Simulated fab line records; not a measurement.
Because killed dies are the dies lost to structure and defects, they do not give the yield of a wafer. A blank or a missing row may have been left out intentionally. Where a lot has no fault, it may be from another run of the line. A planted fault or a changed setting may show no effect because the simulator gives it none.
Which tool is to blame? | flow rit cmos | Sampling: 14 lots, 42 wafers, 2 of 202 route steps

== WHAT THE GAUGES READ, wafer by wafer ==
RIT_CONTACT_THK_MEAS_01. Usual: CONTACT_TEOS_THK gives 409 nm (standard deviation 4.5).
lot  | measured    | on            | CONTACT_TEOS_THK (nm) | flag
L260 | day 3 02:46 | film metro-01 | 409 402 412           |
L261 | day 3 07:04 | film metro-03 | 410 415 415           |
L262 | day 3 12:57 | film metro-01 | 404 411 411           |
L264 | day 4 03:02 | film metro-02 | 404 406 407           |
L265 | day 4 04:12 | film metro-01 | 405 403 411           |
L266 | day 4 10:43 | film metro-01 | 407 411 408           |
L267 | day 4 16:52 | film metro-01 | 408 404 414           |
L268 | day 4 20:03 | film metro-02 | 401 410 409           |
L272 | day 5 13:23 | film metro-02 | 407 410 415           |
L274 | day 6 00:08 | film metro-01 | 400 221 226           | OFF
L277 | day 6 18:56 | film metro-01 | 407 221 409           | OFF
L279 | day 7 05:24 | film metro-03 | 412 415 421           |
L281 | day 7 17:56 | film metro-03 | 408 411 421           |
L282 | day 7 19:31 | film metro-01 | 403 408 411           |

== WHAT TOOL EACH LOT RAN ON (gives the tool, then ch and the chambers of the sampled wafers, and finally the start) ==
lot  | RIT_CONTACT_CVD_00
L260 | pecvd-01 ch 0,1, day 3 02:42
L261 | pecvd-02 ch 0,1, day 3 06:59
L262 | pecvd-04 ch 0,2, day 3 12:53
L264 | pecvd-02 ch 0,1,2, day 4 02:58
L265 | pecvd-04 ch 1,2, day 4 04:09
L266 | pecvd-01 ch 0,2, day 4 10:39
L267 | pecvd-02 ch 0,1, day 4 16:49
L268 | pecvd-04 ch 1,2, day 4 20:00
L272 | pecvd-01 ch 0,2, day 5 13:20
L274 | pecvd-04 ch 0,2, day 6 00:05
L277 | pecvd-04 ch 0,1,2, day 6 18:53
L279 | pecvd-02 ch 1,2, day 7 05:21
L281 | pecvd-01 ch 0,2, day 7 17:53
L282 | pecvd-02 ch 0,1,2, day 7 19:27
- RIT_CONTACT_CVD_00: deposits SiO2 from TEOS, target thk 400 nm, time 62.35 s.

== WHAT THE TOOLS THEMSELVES READ (means of the sampled wafers that have a number; where no wafer has one, the mark that the record gives instead) ==
RIT_CONTACT_CVD_00. Usual: heater power w 318 W, standard deviation 53.
lot  | tool     | heater power w (W) | flag
L260 | pecvd-01 | 301                |
L261 | pecvd-02 | 390                |
L262 | pecvd-04 | 312                |
L264 | pecvd-02 | 293                |
L265 | pecvd-04 | 342                |
L266 | pecvd-01 | 334                |
L267 | pecvd-02 | 342                |
L268 | pecvd-04 | 326                |
L272 | pecvd-01 | 336                |
L274 | pecvd-04 | 354                |
L277 | pecvd-04 | 294                |
L279 | pecvd-02 | 337                |
L281 | pecvd-01 | 352                |
L282 | pecvd-02 | 318                |

== THE ANSWER, worked out from the rows above alone ==
Rule: take the mean of a lot's wafers that have a number; if it is more than 3 standard deviations from the usual mean, the lot is off. Also off: a lot with no number at a reading for which 4 or more lots have one. The other lots that the step has rows for count as sound. The gauges are gone through in route order, then the tools' own readings, and for those a lot's mean is taken as printed above. The first step at which some lot is off is used, and at that step the reading that is off furthest; a lot without a number counts as furthest.
Off: L274, L277, seen at RIT_CONTACT_THK_MEAS_01 (CONTACT_TEOS_THK).
A tool fits if, at a process step before that reading, it ran every lot that is off, and no sound lot after the first of them. Those tools and the gauges at RIT_CONTACT_THK_MEAS_01 are tried in the same way. One fits: pecvd-04 at RIT_CONTACT_CVD_00. A fault onset in the window from L268 (day 4 20:00, its last sound lot) to L274 (day 6 00:05, its first lot off) fits.

== WHAT HAD BEEN PUT IN BY THE SIMULATOR ==
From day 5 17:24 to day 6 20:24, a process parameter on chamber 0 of pecvd-04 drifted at RIT_CONTACT_CVD_00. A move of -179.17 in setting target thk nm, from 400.
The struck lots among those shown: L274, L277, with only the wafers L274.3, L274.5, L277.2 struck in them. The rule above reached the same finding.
